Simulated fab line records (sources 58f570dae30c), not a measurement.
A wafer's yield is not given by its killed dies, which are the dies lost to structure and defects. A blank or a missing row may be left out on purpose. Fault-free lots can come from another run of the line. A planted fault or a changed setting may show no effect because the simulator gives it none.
Which tool was responsible? + flow berkeley cmos170 + Sampling: 14 lots, 42 wafers, 5 of 331 route steps

## WHAT THE GAUGES READ, wafer by wafer
UCB170_NWELL_THK_MEAS_02.
| lot  | measured    | on            | NWELL_OXIDE_THK (nm) |
|------|-------------|---------------|----------------------|
| L966 | day 2 05:38 | film metro-01 | 27.2 27.3 27.5       |
| L968 | day 2 15:15 | film metro-04 | 26.6 27.1 26.1       |
| L967 | day 2 15:15 | film metro-03 | 25.8 26.1 26.0       |
| L969 | day 3 01:49 | film metro-01 | 27.3 27.0 27.1       |
| L970 | day 3 01:50 | film metro-03 | 27.1 27.5 27.4       |
| L973 | day 3 15:41 | film metro-03 | 26.9 26.8 26.8       |
| L972 | day 3 15:40 | film metro-01 | 26.6 26.7 25.9       |
| L974 | day 3 15:45 | film metro-04 | 26.6 26.4 26.4       |
| L977 | day 4 09:23 | film metro-03 | 26.5 26.3 26.7       |
| L978 | day 4 16:09 | film metro-04 | 26.7 25.8 26.6       |
| L981 | day 5 04:29 | film metro-03 | 26.8 26.6 26.5       |
| L986 | day 6 13:32 | film metro-01 | 27.6 27.4 27.0       |
| L988 | day 6 19:09 | film metro-04 | 26.8 26.8 26.6       |
| L989 | day 6 19:08 | film metro-01 | 26.5 26.3 26.3       |

UCB170_ACTIVE_CD_MEAS_13: the cd target is 1200 nm.
| lot  | measured    | on        | cd nm (nm)           |
|------|-------------|-----------|----------------------|
| L966 | day 4 20:32 | cd sem-02 | 1199.3 1201.3 1200.0 |
| L968 | day 5 13:40 | cd sem-02 | 1198.0 1199.6 1200.0 |
| L967 | day 5 13:55 | cd sem-02 | 1200.0 1200.7 1200.7 |
| L969 | day 6 08:52 | cd sem-01 | 1199.5 1199.3 1199.2 |
| L970 | day 6 09:10 | cd sem-02 | 1199.9 1200.1 1200.0 |
| L973 | day 6 08:37 | cd sem-01 | 1202.3 1201.7 1202.7 |
| L972 | day 6 13:12 | cd sem-01 | 1200.1 1199.6 1199.5 |
| L974 | day 6 09:28 | cd sem-02 | 1199.0 1200.1 1200.0 |
| L977 | day 7 05:25 | cd sem-01 | 1200.3 1201.2 1200.4 |
| L978 | day 7 05:07 | cd sem-01 | 1200.5 1199.8 1199.2 |
| L981 | day 7 17:29 | cd sem-02 | 1200.3 1199.5 1198.9 |
| L986 | day 9 06:16 | cd sem-01 | 1200.2 1199.7 1200.3 |
| L988 | day 9 14:08 | cd sem-01 | 1201.2 1202.5 1201.7 |
| L989 | day 9 14:18 | cd sem-01 | 1200.6 1200.9 1201.3 |

UCB170_SCREENOX_THK_MEAS_02.
| lot  | measured     | on            | SCREENOX_OXIDE_THK (nm) |
|------|--------------|---------------|-------------------------|
| L966 | day 6 08:32  | film metro-02 | 14.96 15.19 14.72       |
| L968 | day 6 23:31  | film metro-03 | 14.42 14.14 14.54       |
| L967 | day 6 23:31  | film metro-02 | 14.14 13.88 13.85       |
| L969 | day 7 16:12  | film metro-03 | 14.19 14.29 14.18       |
| L970 | day 7 16:09  | film metro-03 | 14.36 14.48 14.52       |
| L973 | day 7 16:13  | film metro-02 | 14.44 14.24 14.29       |
| L972 | day 7 16:12  | film metro-01 | 14.12 14.54 14.31       |
| L974 | day 7 16:10  | film metro-02 | 14.56 14.63 14.65       |
| L977 | day 8 12:39  | film metro-03 | 22.32 22.43 22.40       |
| L978 | day 8 12:38  | film metro-01 | 21.98 21.97 21.65       |
| L981 | day 9 01:05  | film metro-02 | 14.25 14.51 14.71       |
| L986 | day 10 15:22 | film metro-03 | 14.48 14.53 14.66       |
| L988 | day 11 00:35 | film metro-01 | 14.16 14.23 14.24       |
| L989 | day 11 00:38 | film metro-01 | 14.49 14.73 14.37       |

## TOOL THAT RAN EACH LOT (tool first, then ch and the chambers of the sampled wafers, then the start)
| lot  | UCB170_ZERO_STRIP_07                | UCB170_SCREENOX_OXIDATION_01  |
|------|-------------------------------------|-------------------------------|
| L966 | plasma asher-01 ch 0,1, day 1 22:55 | furnace-04 ch 0, day 6 06:50  |
| L968 | plasma asher-04 ch 0,1, day 2 07:05 | furnace-01 ch 0, day 6 21:50  |
| L967 | plasma asher-01 ch 0,1, day 2 07:17 | furnace-01 ch 0, day 6 21:50  |
| L969 | plasma asher-01 ch 0,1, day 2 18:53 | furnace-04 ch 0, day 7 14:28  |
| L970 | plasma asher-04 ch 0,1, day 2 19:06 | furnace-04 ch 0, day 7 14:28  |
| L973 | plasma asher-01 ch 0,1, day 3 09:35 | furnace-04 ch 0, day 7 14:28  |
| L972 | plasma asher-04 ch 0,1, day 3 09:50 | furnace-04 ch 0, day 7 14:28  |
| L974 | plasma asher-03 ch 0,1, day 3 10:07 | furnace-04 ch 0, day 7 14:28  |
| L977 | plasma asher-01 ch 0,1, day 4 03:34 | furnace-04 ch 0, day 8 10:58  |
| L978 | plasma asher-04 ch 0,1, day 4 10:05 | furnace-04 ch 0, day 8 10:58  |
| L981 | plasma asher-03 ch 0,1, day 4 22:10 | furnace-02 ch 0, day 8 23:20  |
| L986 | plasma asher-04 ch 0,1, day 6 06:03 | furnace-02 ch 0, day 10 13:42 |
| L988 | plasma asher-01 ch 0,1, day 6 12:52 | furnace-02 ch 0, day 10 22:53 |
| L989 | plasma asher-03 ch 0,1, day 6 17:27 | furnace-02 ch 0, day 10 22:53 |
- UCB170_ZERO_STRIP_07: strips in O2.
- UCB170_SCREENOX_OXIDATION_01: target thk 14.4 nm, ox time 2400 s.

## WHAT THE TOOLS THEMSELVES READ (means of the sampled wafers that have a number; where no wafer has one, the mark that the record gives instead)
UCB170_ZERO_STRIP_07.
| lot  | tool            | chamber pressure mTorr (mTorr) | drypump motor current A (A) | oes product au (a.u.) | strip time to endpoint s (s) |
|------|-----------------|--------------------------------|-----------------------------|-----------------------|------------------------------|
| L966 | plasma asher-01 | 3499                           | 6.1                         | 0.727                 | 21.78                        |
| L968 | plasma asher-04 | 3501                           | 6.3                         | 0.724                 | 21.91                        |
| L967 | plasma asher-01 | 3499                           | 5.7                         | 0.731                 | 21.85                        |
| L969 | plasma asher-01 | 3503                           | 5.7                         | 0.730                 | 21.90                        |
| L970 | plasma asher-04 | 3502                           | 6.3                         | 0.727                 | 21.89                        |
| L973 | plasma asher-01 | 3498                           | 6.1                         | 0.731                 | 21.96                        |
| L972 | plasma asher-04 | 3501                           | 6.3                         | 0.726                 | 21.87                        |
| L974 | plasma asher-03 | 3499                           | 5.4                         | 0.729                 | 21.81                        |
| L977 | plasma asher-01 | 3500                           | 6.1                         | 0.731                 | 21.84                        |
| L978 | plasma asher-04 | 3503                           | 6.4                         | 0.725                 | 21.87                        |
| L981 | plasma asher-03 | 3501                           | 5.5                         | 0.730                 | 21.94                        |
| L986 | plasma asher-04 | 3503                           | 6.4                         | 0.728                 | 21.85                        |
| L988 | plasma asher-01 | 3498                           | 5.7                         | 0.727                 | 21.87                        |
| L989 | plasma asher-03 | 3500                           | 5.5                         | 0.730                 | 21.87                        |

## THE ANSWER, worked out from the rows above alone
Rule: the usual values come from the lots themselves. The widest of any qualifying gaps counts: lots, ordered by their means at a reading, are off when they make up no more than a third of the lots, leave a main group of 4 or more, and stand apart from it by 3 or more times the standard deviation of that group's means. Not used: any main group whose means are identical at the precision the tables above print for the reading. A lot without any number at a reading at which 4 lots or more have one is off too. Any other lot the step has rows for is counted as sound. First the gauges in route order, then the tools' own readings, where a lot's mean is used as printed above. The first step at which some lot is off is used, and at that step the reading that is off furthest; a lot without a number counts as furthest.
Off: at UCB170_SCREENOX_THK_MEAS_02 (SCREENOX_OXIDE_THK), L977, L978. Mean 14.42 nm and standard deviation 0.24 in the main group.
A tool fits if, at a process step before that reading, it ran every lot that is off, and no sound lot after the first of them. Gauges at UCB170_SCREENOX_THK_MEAS_02: tried the same way as those tools. One fits: furnace-04 at UCB170_SCREENOX_OXIDATION_01. Its last sound lot is L969 (day 7 14:28), its first lot that is off L977 (day 8 10:58): a fault that began between those two fits.

## WHAT WAS PUT IN BY THE SIMULATOR
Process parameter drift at UCB170_SCREENOX_OXIDATION_01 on furnace-04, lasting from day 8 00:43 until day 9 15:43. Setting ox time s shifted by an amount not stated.
Shown lots that were struck: L977, L978. The same result came from the rule above.
